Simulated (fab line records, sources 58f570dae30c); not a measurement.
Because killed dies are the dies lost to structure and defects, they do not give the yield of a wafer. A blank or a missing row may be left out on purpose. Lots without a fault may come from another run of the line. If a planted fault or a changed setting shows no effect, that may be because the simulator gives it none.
Which tool is to blame?    flow berkeley_cmos170    14 lots, 42 wafers sampled, at 4 steps of a route of 331

WHAT THE GAUGES SHOWED, per wafer
UCB170_M3_OVL_MEAS_16. Usual: for M3_OVL the level is -5 nm and the standard deviation is 4.8.
lot   measured      on          M3_OVL (nm)  flag
L651  day 9 23:26   overlay-01  -14 -5 -13   
L655  day 10 00:05  overlay-02  -8 -5 -15    
L654  day 10 01:41  overlay-02  -3 -3 -10    
L656  day 10 00:54  overlay-01  -4 -4 -4     
L657  day 9 23:10   overlay-01  -10 -5 -5    
L658  day 10 10:36  overlay-01  -2 -6 4      
L660  day 11 04:55  overlay-02  0 -1 1       
L664  day 11 05:45  overlay-02  -5 -3 -8     
L665  day 12 00:42  overlay-01  2 1 9        
L666  day 12 12:46  overlay-01  -13 -10 -8   
L670  day 12 16:15  overlay-01  -6 -7 -9     
L672  day 13 13:23  overlay-02  -4 1 3       
L673  day 13 11:46  overlay-02  -16 -17 -11  
L674  day 13 12:47  overlay-02  -4 -5 -3     

WHICH TOOL RAN EACH LOT (tool, then ch and the chambers of the sampled wafers, then the start)
lot   UCB170_NWELL_ETCH_13               UCB170_NWELL_STRIP_15                UCB170_V2_STRIP_15
L651  rie_diel-04 ch 0,2, day 2 19:53    plasma_asher-03 ch 1, day 2 20:08    plasma_asher-04 ch 0,1, day 9 20:06
L655  rie_diel-04 ch 0,3, day 3 08:09    plasma_asher-04 ch 0,1, day 3 08:25  plasma_asher-04 ch 0,1, day 9 20:39
L654  rie_diel-01 ch 0,1,3, day 3 08:26  plasma_asher-02 ch 0,1, day 3 08:41  plasma_asher-02 ch 0,1, day 9 21:22
L656  rie_diel-01 ch 0,1,2, day 3 12:47  plasma_asher-03 ch 0,1, day 3 13:04  plasma_asher-02 ch 0,1, day 9 21:00
L657  rie_diel-02 ch 1,2,3, day 3 13:02  plasma_asher-04 ch 0,1, day 3 13:18  plasma_asher-03 ch 0,1, day 9 19:52
L658  rie_diel-04 ch 2,3, day 4 00:49    plasma_asher-02 ch 0,1, day 4 01:04  plasma_asher-03 ch 0,1, day 10 08:21
L660  rie_diel-04 ch 0,2,3, day 4 09:20  plasma_asher-02 ch 0,1, day 4 09:36  plasma_asher-02 ch 0,1, day 11 02:16
L664  rie_diel-04 ch 0,3, day 4 22:31    plasma_asher-02 ch 0,1, day 4 22:46  plasma_asher-04 ch 0,1, day 11 02:26
L665  rie_diel-01 ch 0,1,2, day 5 16:25  plasma_asher-02 ch 1, day 5 16:40    plasma_asher-03 ch 0,1, day 11 22:11
L666  rie_diel-04 ch 2,3, day 5 22:44    plasma_asher-04 ch 0,1, day 5 22:59  plasma_asher-03 ch 0,1, day 12 08:44
L670  rie_diel-02 ch 1,3, day 6 11:56    plasma_asher-04 ch 1, day 6 12:11    plasma_asher-02 ch 0,1, day 12 13:08
L672  rie_diel-02 ch 0,1,2, day 6 22:08  plasma_asher-04 ch 1, day 6 22:23    plasma_asher-03 ch 0,1, day 13 10:49
L673  rie_diel-02 ch 0,1,3, day 7 00:51  plasma_asher-02 ch 0,1, day 7 01:08  plasma_asher-04 ch 0,1, day 13 09:05
L674  rie_diel-02 ch 0,2,3, day 7 06:05  plasma_asher-03 ch 0,1, day 7 06:20  plasma_asher-03 ch 0,1, day 13 10:20
- UCB170_NWELL_ETCH_13: etches Si3N4 in CH3F/Ar/O2, stops on SiO2, target depth 246.4 nm, time 154 s.
- UCB170_NWELL_STRIP_15: strips in O2.
- UCB170_V2_STRIP_15: strips in O2.

AS READ BY THE TOOLS THEMSELVES (means over the sampled wafers that have a number; for cases with no such wafer, the mark the record gives instead)
UCB170_NWELL_ETCH_13. Usual: drypump_motor_current_A 5.7 A, standard deviation 0.48; oes_product_au 0.941 a.u., standard deviation 0.02; throttle_valve_pct 8.05 %, standard deviation 0.12.
lot   tool         drypump_motor_current_A (A)  oes_product_au (a.u.)  throttle_valve_pct (%)  flag
L651  rie_diel-04  6.0                          0.916                  8.14                    
L655  rie_diel-04  5.6                          0.926                  7.95                    
L654  rie_diel-01  5.7                          0.938                  8.08                    
L656  rie_diel-01  5.6                          0.941                  8.06                    
L657  rie_diel-02  5.8                          0.949                  8.00                    
L658  rie_diel-04  5.2                          0.947                  8.12                    
L660  rie_diel-04  5.6                          0.940                  8.08                    
L664  rie_diel-04  5.6                          0.940                  7.95                    
L665  rie_diel-01  5.6                          0.947                  8.05                    
L666  rie_diel-04  5.6                          0.927                  8.19                    
L670  rie_diel-02  6.0                          0.954                  8.07                    
L672  rie_diel-02  5.9                          0.938                  7.98                    
L673  rie_diel-02  6.0                          0.967                  8.06                    
L674  rie_diel-02  5.6                          0.962                  8.03                    

UCB170_NWELL_STRIP_15. Usual: drypump_motor_current_A 5.8 A, standard deviation 0.39; oes_product_au 0.721 a.u., standard deviation 0.0043; strip_time_to_endpoint_s 18.02 s, standard deviation 0.083.
lot   tool             drypump_motor_current_A (A)  oes_product_au (a.u.)  strip_time_to_endpoint_s (s)  flag
L651  plasma_asher-03  6.3                          0.721                  17.92                         
L655  plasma_asher-04  6.2                          0.717                  17.94                         
L654  plasma_asher-02  5.3                          0.723                  18.03                         
L656  plasma_asher-03  6.0                          0.719                  18.01                         
L657  plasma_asher-04  6.1                          0.723                  17.99                         
L658  plasma_asher-02  5.3                          0.719                  17.93                         
L660  plasma_asher-02  5.3                          0.720                  17.90                         
L664  plasma_asher-02  5.3                          0.720                  15.52                         OFF
L665  plasma_asher-02  5.2                          0.723                  18.03                         
L666  plasma_asher-04  6.2                          0.719                  15.51                         OFF
L670  plasma_asher-04  6.3                          0.722                  18.00                         
L672  plasma_asher-04  6.3                          0.723                  17.97                         
L673  plasma_asher-02  5.4                          0.720                  18.03                         
L674  plasma_asher-03  6.1                          0.723                  18.08                         

UCB170_V2_STRIP_15. Usual: drypump_motor_current_A 5.9 A, standard deviation 0.37; oes_product_au 0.721 a.u., standard deviation 0.0047; strip_time_to_endpoint_s 15.29 s, standard deviation 0.11.
lot   tool             drypump_motor_current_A (A)  oes_product_au (a.u.)  strip_time_to_endpoint_s (s)  flag
L651  plasma_asher-04  6.0                          0.724                  15.24                         
L655  plasma_asher-04  6.2                          0.722                  15.34                         
L654  plasma_asher-02  5.4                          0.722                  15.51                         
L656  plasma_asher-02  5.4                          0.718                  15.22                         
L657  plasma_asher-03  6.0                          0.718                  15.32                         
L658  plasma_asher-03  6.1                          0.725                  15.22                         
L660  plasma_asher-02  5.4                          0.724                  15.32                         
L664  plasma_asher-04  6.1                          0.721                  15.13                         
L665  plasma_asher-03  6.2                          0.724                  15.32                         
L666  plasma_asher-03  6.2                          0.728                  15.12                         
L670  plasma_asher-02  5.4                          0.724                  15.36                         
L672  plasma_asher-03  6.0                          0.717                  15.29                         
L673  plasma_asher-04  6.0                          0.718                  15.27                         
L674  plasma_asher-03  6.0                          0.723                  15.40                         

THE ANSWER, worked out from the rows above alone
Rule: a lot counts as off when the mean over its wafers that have a number is more than 3 standard deviations away from the usual mean. Also off: a lot with no number at a reading for which 4 or more lots have one. The other lots that the step has rows for count as sound. Order of review: gauges by route order, followed by the tools' own readings, for which a lot's mean as printed above is used. The first step at which some lot is off is used, and at that step the reading that is off furthest; a lot without a number counts as furthest.
Off, at UCB170_NWELL_STRIP_15 on strip_time_to_endpoint_s: L664, L666.
If a tool, at that step or one of the process steps before it, ran each lot that is off and ran no sound lot following the first of them, it fits. One fits: UCB170_NWELL_ETCH_13 on rie_diel-04. A fault onset in the window from L660 (day 4 09:20, its last sound lot) to L664 (day 4 22:31, its first lot off) fits.

WHAT HAD BEEN PUT IN BY THE SIMULATOR
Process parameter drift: rie_diel-04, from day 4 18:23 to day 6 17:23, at UCB170_NWELL_ETCH_13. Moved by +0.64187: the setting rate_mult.
Struck lots among those shown: L664, L666. The same result came from the rule above.
